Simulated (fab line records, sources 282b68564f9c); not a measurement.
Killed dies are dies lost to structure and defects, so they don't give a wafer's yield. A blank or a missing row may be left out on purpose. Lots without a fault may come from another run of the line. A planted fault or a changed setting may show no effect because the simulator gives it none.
A struck lot beside a sound one | flow rit_cmos | 43 steps out of a route of 202
Sound: wafers L973.1, L973.5, L973.6. Struck: wafers L980.2, L980.3, L980.4. The cause comes at the end.
At each step with rows: each side's tool, then ch and its chambers, then its first start. Under that, the readings that differ: sound wafers | struck wafers | difference of the means | sigmas: that difference in standard deviations of wafers without a fault.
alike: readings whose means differ by less than 2 such deviations, and words and numbers that are the same on both sides. not compared: withheld readings, readings that some wafer has no value for, bounds like >300 that may hide the same value, and numbers for which the record gives no deviation and whose values overlap.
The two part at a step that has a row with sigmas, a row that says differs or no value, or rows on one side only. Numbers that don't overlap but have no deviation are shown without sigmas and don't part them. A reading that every wafer of one side lacks parts them only if that side has two wafers or more.

first, 3 steps without rows for these wafers: RIT_REOX_CLEAN_01 (cleans in dHF, time 30 s); RIT_REOX_CLEAN_02 (cleans in SC2, time 600 s); RIT_REOX_OXIDATION_03 (target thk 25.2 nm, ox time 5580 s).
RIT_REOX_THK_MEAS_04:
  sound on film_metro-04, day 3 18:01; struck on film_metro-04, day 5 05:50
  reading             | sound          | struck         | difference | sigmas
  REOX_OXIDE_THK (nm) | 26.5 26.4 26.5 | 24.9 24.4 25.3 | -1.6       | -3
then, 6 steps without rows for these wafers: RIT_NLDD_HMDS_00 (prime time 60 s); RIT_NLDD_COAT_01 (resist thk 1000 nm); RIT_NLDD_SOFTBAKE_02 (time 60 s); RIT_NLDD_EXPOSE_03 (exposes mask M7, target cd 40700 nm); RIT_NLDD_PEB_04; RIT_NLDD_DEVELOP_05 (develop time 50 s).
RIT_NLDD_OVL_MEAS_06:
  sound on overlay-01, day 3 19:03; struck on overlay-01, day 5 06:52
  alike: NLDD_OVL
then, 1 step without rows for these wafers: RIT_NLDD_HARDBAKE_07 (time 60 s).
RIT_NLDD_IMPLANT_08:
  sound on implanter-02 ch 0, day 3 19:21; struck on implanter-02 ch 0, day 5 07:04
  reading                          | sound                         | struck                        | difference | sigmas
  dose_ions_cm2                    | 5.002e+14 5.005e+14 5.003e+14 | 7.313e+14 7.305e+14 7.307e+14 | +2.305e+14 | +99 or more
  end_station_pressure_torr (Torr) | 6.3e-06 6.2e-06 5.7e-06       | 7.3e-06 7.2e-06 6.9e-06       | +1.1e-06   | +3
  faraday_current_uA               | 1511 1593 1580                | 2358 2273 2363                | +770       | +27
RIT_NLDD_STRIP_09: strips in O2, time 180 s.
  sound on plasma_asher-02 ch 0,1, day 3 19:30; struck on plasma_asher-03 ch 0,1, day 5 07:11
  alike: drypump_motor_current_A
  not compared: rf_hours_counter_h
RIT_NLDD_TW_MEAS_10:
  sound on film_metro-02, day 3 19:41; struck on film_metro-02, day 5 07:36
  reading | sound          | struck         | difference | sigmas
  NLDD_TW | 2437 2455 2446 | 2697 2676 2690 | +242       | +7
  not compared: hold
then, 5 steps without rows for these wafers: RIT_PLDD_COAT_01 (resist thk 1000 nm); RIT_PLDD_SOFTBAKE_02 (time 60 s); RIT_PLDD_EXPOSE_03 (exposes mask M8, target cd 40900 nm); RIT_PLDD_PEB_04; RIT_PLDD_DEVELOP_05 (develop time 50 s).
RIT_PLDD_OVL_MEAS_06:
  sound on overlay-01, day 3 20:53; struck on overlay-02, day 5 10:37
  alike: PLDD_OVL
then, 2 steps without rows for these wafers: RIT_PLDD_HARDBAKE_07 (time 60 s); RIT_PLDD_IMPLANT_08.
RIT_PLDD_STRIP_09: strips in O2, time 180 s.
  sound on plasma_asher-03 ch 0,1, day 3 21:13; struck on plasma_asher-04 ch 0,1, day 5 11:03
  alike: drypump_motor_current_A
  not compared: rf_hours_counter_h
RIT_PLDD_TW_MEAS_10:
  sound on film_metro-03, day 3 21:23; struck on film_metro-04, day 5 11:14
  alike: PLDD_TW
then, 4 steps without rows for these wafers: RIT_SPACER_CLEAN_00 (cleans in SC1, time 600 s); RIT_SPACER_CLEAN_01 (cleans in dHF, time 30 s); RIT_SPACER_CLEAN_02 (cleans in SC2, time 600 s); RIT_SPACER_CVD_03 (deposits Si3N4 from SiH2Cl2/NH3, target thk 250 nm, time 3300 s).
RIT_SPACER_THK_MEAS_04:
  sound on film_metro-04, day 3 23:46; struck on film_metro-01, day 5 13:56
  alike: SPACER_NITRIDE_THK
RIT_SPACER_ETCHBACK_05: etches Si3N4 in SF6/CHF3, stops on SiO2, target depth 250 nm, time 240 s.
  sound on rie_diel-01 ch 1,2, day 3 23:49; struck on rie_diel-01 ch 0,1,3, day 5 13:59
  alike: drypump_motor_current_A, oes_product_au, throttle_valve_pct
  not compared: rf_hours_counter_h
then, 6 steps without rows for these wafers: RIT_NSD_HMDS_00 (prime time 60 s); RIT_NSD_COAT_01 (resist thk 1000 nm); RIT_NSD_SOFTBAKE_02 (time 60 s); RIT_NSD_EXPOSE_03 (exposes mask M9, target cd 40700 nm); RIT_NSD_PEB_04; RIT_NSD_DEVELOP_05 (develop time 50 s).
RIT_NSD_OVL_MEAS_06:
  sound on overlay-02, day 4 00:49; struck on overlay-02, day 5 15:02
  alike: NSD_OVL
then, 2 steps without rows for these wafers: RIT_NSD_HARDBAKE_07 (time 60 s); RIT_NSD_IMPLANT_08.
RIT_NSD_STRIP_09: strips in O2, time 180 s.
  sound on plasma_asher-04 ch 0,1, day 4 01:10; struck on plasma_asher-01 ch 0,1, day 5 15:22
  alike: drypump_motor_current_A
  not compared: rf_hours_counter_h
RIT_SDANNEAL_RS_MEAS_07: measures by four-point-probe.
  sound on film_metro-04, day 4 03:40; struck on film_metro-03, day 5 18:43
  reading          | sound             | struck            | difference | sigmas
  NLDD_RS (ohm/sq) | 152.3 151.5 151.5 | 112.0 111.7 111.7 | -40.0      | -67
  not compared: hold
RIT_M1_PROBE_99:
  the record has rows for the sound wafers here (prober-02, day 4 10:46) and none for the struck ones

WHERE THEY PART
First at RIT_REOX_THK_MEAS_04; last, within this record, at RIT_M1_PROBE_99.

WHY: what the simulator had put in
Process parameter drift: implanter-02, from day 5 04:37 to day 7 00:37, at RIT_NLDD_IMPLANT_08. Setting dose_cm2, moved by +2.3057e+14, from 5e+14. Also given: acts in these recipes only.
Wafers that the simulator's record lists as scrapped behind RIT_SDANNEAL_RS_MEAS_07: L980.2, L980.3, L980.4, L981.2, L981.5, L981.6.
